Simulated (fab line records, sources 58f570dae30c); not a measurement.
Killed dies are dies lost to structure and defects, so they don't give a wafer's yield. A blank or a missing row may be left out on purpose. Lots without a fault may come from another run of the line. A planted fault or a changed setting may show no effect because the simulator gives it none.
One fault seen from 2 desks | flow berkeley_cmos170 | each desk has only its own numbers; what lay behind them comes last

THE METROLOGY DESK
What the gauges read, lot by lot, whatever tool the lot ran on: means of the sampled wafers that have a number. A lot is out of limits, marked OUT, if its mean lies more than 4 standard deviations from the usual mean; the brackets give that distance.
Columns: A = START_OXIDE_THK at UCB170_START_THK_MEAS_03, usual 20.2 nm
lot  | first seen here | A
L207 | day 1 15:12     | 20.3
L208 | day 1 22:50     | 20.3
L210 | day 2 07:55     | 20.6
L211 | day 2 07:59     | 20.4
L212 | day 2 17:47     | 21.0
L213 | day 2 17:47     | 20.7
L215 | day 3 08:29     | 20.3
L216 | day 3 15:04     | 19.8
L219 | day 4 03:47     | 19.5
L220 | day 4 11:05     | 20.5
L224 | day 5 05:17     | 20.0
L228 | day 5 23:50     | 20.2
L229 | day 6 04:09     | 20.1
L230 | day 6 09:54     | 20.0
This desk's finding: nothing out of limits on any of the 14 lots.

THE TOOL OWNER'S DESK: krf_scanner-01
The tool's own readings at UCB170_M3_EXPOSE_12 (exposes mask METAL3, target cd 700 nm): means of the sampled wafers that have a number, for each lot that ran on this tool. A lot is out of limits, marked OUT, if its mean lies more than 4 standard deviations from the usual mean; the brackets give that distance.
Columns: A = exposure_dose_mJ_cm2 at UCB170_M3_EXPOSE_12, usual 25.977; B = focus_offset_nm at UCB170_M3_EXPOSE_12, usual -0.1 nm
lot  | first seen here | A      | B
L207 | day 9 03:29     | 25.988 | -0.0
L208 | day 9 10:05     | 25.993 | 0.4
L213 | day 9 20:58     | 26.019 | -0.4
L210 | day 9 21:40     | 25.973 | 0.0
L215 | day 11 00:57    | 25.964 | 0.6
L220 | day 11 11:44    | 25.966 | 0.4
L219 | day 11 14:55    | 25.917 | 0.1
L229 | day 13 11:37    | 25.957 | -0.4
L230 | day 13 18:18    | 25.967 | 0.3
This desk's finding: nothing out of limits on any of the 9 lots.

PUT TOGETHER
The metrology desk saw nothing out of limits.
The tool owner's desk saw nothing out of limits.

WHAT THE SIMULATOR HAD PUT IN
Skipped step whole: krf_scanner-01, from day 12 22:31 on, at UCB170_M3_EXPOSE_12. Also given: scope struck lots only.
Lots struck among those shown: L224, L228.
